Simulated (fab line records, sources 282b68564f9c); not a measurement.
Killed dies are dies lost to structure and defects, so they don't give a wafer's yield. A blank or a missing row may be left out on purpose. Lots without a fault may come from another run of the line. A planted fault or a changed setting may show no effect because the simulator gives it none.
Which tool did it? | flow rit_cmos | 14 lots, 42 wafers sampled, at 4 steps of a route of 202

WHAT THE GAUGES READ, wafer by wafer
RIT_SDANNEAL_RS_MEAS_04: measures by four-point-probe. Usual: PSD_RS 115.9 ohm/sq, standard deviation 0.31.
lot  | measured    | on            | PSD_RS (ohm/sq)   | flag
L533 | day 3 08:26 | film_metro-01 | 116.2 116.3 116.3 |
L534 | day 3 17:48 | film_metro-01 | 116.2 116.4 115.8 |
L537 | day 4 11:31 | film_metro-03 | 115.7 115.8 115.9 |
L539 | day 4 14:28 | film_metro-02 | 116.0 115.6 115.8 |
L540 | day 5 06:01 | film_metro-02 | 115.9 116.1 116.0 |
L541 | day 5 08:50 | film_metro-02 | 115.6 115.5 115.8 |
L543 | day 5 14:36 | film_metro-03 | 115.8 115.9 115.3 |
L544 | day 5 22:38 | film_metro-02 | 116.0 116.0 116.1 |
L546 | day 6 10:26 | film_metro-01 | 116.3 116.0 115.9 |
L547 | day 6 16:55 | film_metro-03 | 165.9 165.7 166.0 | OFF
L548 | day 6 22:57 | film_metro-03 | 115.8 116.0 116.3 |
L549 | day 6 23:09 | film_metro-02 | 165.6 166.0 166.0 | OFF
L550 | day 7 10:59 | film_metro-03 | 116.1 116.2 116.2 |
L556 | day 8 21:27 | film_metro-02 | 115.7 115.9 115.6 |

RIT_SDANNEAL_RS_MEAS_05: measures by four-point-probe. Usual: NSD_RS 84.61 ohm/sq, standard deviation 0.26.
lot  | measured    | on            | NSD_RS (ohm/sq)   | flag
L533 | day 3 08:33 | film_metro-01 | 84.58 84.53 84.52 |
L534 | day 3 17:55 | film_metro-01 | 84.48 84.66 84.53 |
L537 | day 4 11:38 | film_metro-03 | 84.57 84.29 84.00 |
L539 | day 4 14:35 | film_metro-02 | 84.64 84.46 84.72 |
L540 | day 5 06:08 | film_metro-02 | 84.64 84.74 84.99 |
L541 | day 5 08:57 | film_metro-02 | 84.49 84.88 84.62 |
L543 | day 5 14:43 | film_metro-03 | 84.94 84.71 84.95 |
L544 | day 5 22:45 | film_metro-02 | 84.48 84.58 84.21 |
L546 | day 6 10:34 | film_metro-01 | 84.67 84.66 84.64 |
L547 | day 6 17:02 | film_metro-03 | 87.19 86.90 86.95 | OFF
L548 | day 6 23:04 | film_metro-03 | 84.93 84.67 84.74 |
L549 | day 6 23:16 | film_metro-02 | 87.55 87.41 87.69 | OFF
L550 | day 7 11:06 | film_metro-03 | 84.60 84.45 84.44 |
L556 | day 8 21:34 | film_metro-02 | 84.50 84.89 84.59 |

RIT_SDANNEAL_RS_MEAS_06: measures by four-point-probe. Usual: PLDD_RS 178.7 ohm/sq, standard deviation 0.52.
lot  | measured    | on            | PLDD_RS (ohm/sq)  | flag
L533 | day 3 08:40 | film_metro-01 | 179.3 179.7 179.1 |
L534 | day 3 18:02 | film_metro-01 | 179.0 179.0 178.3 |
L537 | day 4 11:45 | film_metro-03 | 178.4 178.6 178.4 |
L539 | day 4 14:43 | film_metro-02 | 178.7 178.8 178.8 |
L540 | day 5 06:16 | film_metro-02 | 179.4 179.3 179.3 |
L541 | day 5 09:04 | film_metro-02 | 178.6 178.1 178.4 |
L543 | day 5 14:50 | film_metro-03 | 178.4 177.8 177.8 |
L544 | day 5 22:52 | film_metro-02 | 178.6 178.7 178.1 |
L546 | day 6 10:41 | film_metro-01 | 179.7 179.3 179.5 |
L547 | day 6 17:09 | film_metro-03 | 246.2 245.5 246.2 | OFF
L548 | day 6 23:11 | film_metro-03 | 178.0 178.4 178.9 |
L549 | day 6 23:23 | film_metro-02 | 246.3 246.3 245.7 | OFF
L550 | day 7 11:13 | film_metro-03 | 179.0 178.7 178.7 |
L556 | day 8 21:41 | film_metro-02 | 177.9 178.5 178.0 |

WHICH TOOL RAN EACH LOT (tool, then ch and the chambers of the sampled wafers, then the start)
lot  | RIT_SDANNEAL_RTA_03
L533 | rtp_anneal-02 ch 0, day 3 08:22
L534 | rtp_anneal-02 ch 0, day 3 17:44
L537 | rtp_anneal-02 ch 0, day 4 11:26
L539 | rtp_anneal-02 ch 0, day 4 14:23
L540 | rtp_anneal-01 ch 0, day 5 05:54
L541 | rtp_anneal-02 ch 0, day 5 08:47
L543 | rtp_anneal-02 ch 0, day 5 14:32
L544 | rtp_anneal-01 ch 0, day 5 22:34
L546 | rtp_anneal-01 ch 0, day 6 10:22
L547 | rtp_anneal-02 ch 0, day 6 16:50
L548 | rtp_anneal-01 ch 0, day 6 22:53
L549 | rtp_anneal-02 ch 0, day 6 23:05
L550 | rtp_anneal-01 ch 0, day 7 10:55
L556 | rtp_anneal-01 ch 0, day 8 21:23
- RIT_SDANNEAL_RTA_03: time 5 s.

WHAT THE TOOLS THEMSELVES READ (means of the sampled wafers that have a number; where no wafer has one, the mark that the record gives instead)
RIT_SDANNEAL_RTA_03. Usual: wafer_temp_C_max 1053.4, standard deviation 1.3.
lot  | tool          | wafer_temp_C_max | flag
L533 | rtp_anneal-02 | 1055.8           |
L534 | rtp_anneal-02 | 1052.9           |
L537 | rtp_anneal-02 | 1052.7           |
L539 | rtp_anneal-02 | 1052.4           |
L540 | rtp_anneal-01 | 1053.5           |
L541 | rtp_anneal-02 | 1053.5           |
L543 | rtp_anneal-02 | 1053.4           |
L544 | rtp_anneal-01 | 1053.7           |
L546 | rtp_anneal-01 | 1054.5           |
L547 | rtp_anneal-02 | 988.0            | OFF
L548 | rtp_anneal-01 | 1052.6           |
L549 | rtp_anneal-02 | 988.2            | OFF
L550 | rtp_anneal-01 | 1052.5           |
L556 | rtp_anneal-01 | 1053.7           |

THE ANSWER, worked out from the rows above alone
Rule: a lot is off if the mean of its wafers that have a number lies more than 3 standard deviations from the usual mean. A lot without any number at a reading at which 4 lots or more have one is off too. The other lots that the step has rows for count as sound. The gauges are gone through in route order, then the tools' own readings, and for those a lot's mean is taken as printed above. The first step at which some lot is off is used, and at that step the reading that is off furthest; a lot without a number counts as furthest.
Off: L547, L549, at RIT_SDANNEAL_RS_MEAS_04 (PSD_RS).
A tool fits if, at a process step before that reading, it ran every lot that is off, and no sound lot after the first of them. The gauges at RIT_SDANNEAL_RS_MEAS_04 aren't tried: what is off there is off at RIT_SDANNEAL_RTA_03 too, on other tools, and a gauge's error can't cause that. One fits: rtp_anneal-02 at RIT_SDANNEAL_RTA_03. Its last sound lot is L543 (day 5 14:32), its first lot that is off L547 (day 6 16:50): a fault that began between those two fits.
The tool's own readings at RIT_SDANNEAL_RTA_03 bear it out: on the lots that are off they differ by more than 5 times the standard deviation of the sound lots' means. wafer_temp_C_max reads 988.1 there against 1053.4 on the sound lots.

WHAT THE SIMULATOR HAD PUT IN
Process parameter drift: rtp_anneal-02, from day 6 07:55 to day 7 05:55, at RIT_SDANNEAL_RTA_03. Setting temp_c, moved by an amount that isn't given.
Lots struck among those shown: L547, L549. The rule above found the same.
